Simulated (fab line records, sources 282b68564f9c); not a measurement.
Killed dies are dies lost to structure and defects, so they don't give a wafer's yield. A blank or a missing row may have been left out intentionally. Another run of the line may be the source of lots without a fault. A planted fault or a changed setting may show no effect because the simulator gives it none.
Which tool was responsible?	flow rit-cmos	7 lots, 21 wafers sampled, at 2 steps of a route of 202

## WHAT THE GAUGES SHOWED, per wafer
RIT_GATE_THK_MEAS_09.
lot	measured	on	GATE_POLY_THK (nm)
L482	day 2 19:45	film-metro-02	256.7 254.9 254.8
L487	day 4 01:18	film-metro-01	255.9 254.0 257.0
L494	day 5 10:32	film-metro-01	254.9 255.1 254.4
L497	day 5 21:02	film-metro-04	294.5 296.5 294.6 294.7 296.5 294.6
L499	day 6 13:17	film-metro-01	255.9 256.9 256.1
L501	day 6 17:19	film-metro-02	256.2 258.1 256.9
L503	day 7 08:50	film-metro-04	257.9 257.4 255.9

## EACH LOT AND THE TOOL THAT RAN IT (in order: tool; ch and the chambers of the sampled wafers; start)
lot	RIT_GATE_CVD_08
L482	lpcvd-02 ch 0, day 2 18:07
L487	lpcvd-02 ch 0, day 3 22:52
L494	lpcvd-02 ch 0, day 5 08:55
L497	lpcvd-02 ch 0, day 5 19:25
L499	lpcvd-01 ch 1, day 6 11:38
L501	lpcvd-01 ch 0, day 6 15:41
L503	lpcvd-01 ch 1, day 7 07:13
- RIT_GATE_CVD_08: deposits poly-Si from SiH4, target thk 250 nm, time 2220 s.

## THE ANSWER, worked out from the rows above alone
Rule: what is usual is taken from the lots themselves. The widest of any qualifying gaps counts: lots, ordered by their means at a reading, are off when they make up no more than a third of the lots, leave a main group of 4 or more, and stand apart from it by 3 or more times the standard deviation of that group's means. The tables above print the reading to a certain number of digits; a main group whose means all agree to those digits is not used. Also off: a lot with no number at a reading for which 4 or more lots have one. Where the step has rows for the other lots, those lots are counted as sound.
Off: at RIT_GATE_THK_MEAS_09 (GATE_POLY_THK), L497. The main group has a mean of 256.1 nm with a standard deviation of 0.84.
A tool fits if, at a process step before that reading, it ran every lot that is off, and no sound lot after the first of them. Those tools and the gauges at RIT_GATE_THK_MEAS_09 are tried in the same way. One fits: lpcvd-02 at RIT_GATE_CVD_08. Its last sound lot is L494 (day 5 08:55), its first lot that is off L497 (day 5 19:25): a fault that began between those two fits.

## WHAT THE SIMULATOR HAD PUT IN
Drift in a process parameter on lpcvd-02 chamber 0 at RIT_GATE_CVD_08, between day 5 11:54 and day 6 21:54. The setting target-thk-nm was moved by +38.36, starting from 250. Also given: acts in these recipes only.
Shown lots that were struck: L497. The same result came from the rule above.
